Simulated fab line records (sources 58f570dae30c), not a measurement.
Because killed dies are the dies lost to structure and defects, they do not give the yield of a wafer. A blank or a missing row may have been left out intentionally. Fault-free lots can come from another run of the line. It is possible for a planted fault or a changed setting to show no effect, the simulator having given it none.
Which tool is to blame? -- flow berkeley cmos170 -- 14 lots, 42 wafers sampled, at 3 steps of a route of 331

WHAT THE GAUGES READ, wafer by wafer
UCB170_PWELL_THK_MEAS_03. Usual: PWELL_OXIDE_THK typically reads 26.6 nm, with standard deviation 0.47.
lot,measured,on,PWELL_OXIDE_THK (nm),flag
L567,day 2 14:35,film metro-04,26.8 26.9 26.7,
L566,day 2 14:40,film metro-01,26.7 26.9 27.1,
L569,day 3 06:40,film metro-01,26.8 27.5 26.9,
L571,day 3 15:16,film metro-01,26.7 26.9 27.1,
L570,day 3 15:16,film metro-04,26.3 26.4 26.7,
L572,day 3 22:06,film metro-01,26.0 25.6 25.7,
L573,day 4 06:28,film metro-01,27.1 26.9 27.5,
L576,day 4 18:07,film metro-01,27.3 27.4 27.1,
L577,day 5 02:49,film metro-01,27.1 26.3 26.5,
L578,day 5 02:51,film metro-03,27.2 27.2 27.2,
L579,day 5 10:02,film metro-04,26.2 26.3 26.0,
L586,day 6 18:36,film metro-03,27.0 26.6 26.4,
L588,day 7 07:43,film metro-01,25.6 25.6 25.6,
L589,day 7 16:10,film metro-01,26.1 26.4 26.3,

UCB170_PFIELD_OVL_MEAS_06. Usual: PFIELD_OVL typically reads 2 nm, with standard deviation 5.8.
lot,measured,on,PFIELD_OVL (nm),flag
L567,day 4 03:51,overlay-01,-3 -1 0,
L566,day 4 03:55,overlay-02,2 -5 -6,
L569,day 4 19:32,overlay-01,1 1 -2,
L571,day 5 02:16,overlay-02,-3 -9 -6,
L570,day 5 01:06,overlay-01,-3 -6 -4,
L572,day 5 09:10,overlay-01,6 6 8,
L573,day 5 17:35,overlay-02,3 8 6,
L576,day 6 05:03,overlay-02,-1 -3 3,
L577,day 6 16:26,overlay-02,-5 -4 -6,
L578,day 6 16:21,overlay-01,1 2 -1,
L579,day 7 03:46,overlay-01,6 11 10,
L586,day 8 08:17,overlay-02,-8 -3 -5,
L588,day 8 23:11,overlay-02,1 2 3,
L589,day 9 06:20,overlay-01,1 -1 8,

UCB170_PVT_OVL_MEAS_06. Usual: PVT_OVL typically reads -2 nm, with standard deviation 5.6.
lot,measured,on,PVT_OVL (nm),flag
L567,day 5 08:46,overlay-01,-3 -4 7,
L566,day 5 08:30,overlay-01,4 -4 7,
L569,day 5 23:53,overlay-02,2 2 0,
L571,day 6 06:23,overlay-01,-3 -5 -7,
L570,day 6 06:31,overlay-01,-7 -8 -11,
L572,day 6 16:06,overlay-02,-3 -3 -8,
L573,day 7 04:30,overlay-02,-5 0 3,
L576,day 7 09:56,overlay-01,-7 -2 -2,
L577,day 8 01:01,overlay-02,-8 2 -1,
L578,day 8 01:31,overlay-02,-6 -4 -5,
L579,day 8 14:50,overlay-01,-4 -6 1,
L586,day 9 12:05,overlay-01,-1 2 4,
L588,day 10 01:08,overlay-02,-4 6 -6,
L589,day 10 08:46,overlay-02,8 7 3,

WHAT TOOL EACH LOT RAN ON (gives the tool, then ch and the chambers of the sampled wafers, and finally the start)
Record: no process step prior to these readings.

AS READ BY THE TOOLS THEMSELVES (means over the sampled wafers that have a number; for cases with no such wafer, the mark the record gives instead)
The record holds no such reading with a usual standard deviation.

THE ANSWER, worked out from the rows above alone
Rule: take the mean of a lot's wafers that have a number; if it is more than 3 standard deviations from the usual mean, the lot is off. A lot without any number at a reading at which 4 lots or more have one is off too. Any other lot the step has rows for is counted as sound. The gauges are gone through in route order, then the tools' own readings, and for those a lot's mean is taken as printed above. At the first step where some lot is off, the reading lying furthest off is the one used; lots without a number count as furthest.
Nothing can be told from this: no lot is off at any reading shown.

WHAT THE SIMULATOR PUT IN
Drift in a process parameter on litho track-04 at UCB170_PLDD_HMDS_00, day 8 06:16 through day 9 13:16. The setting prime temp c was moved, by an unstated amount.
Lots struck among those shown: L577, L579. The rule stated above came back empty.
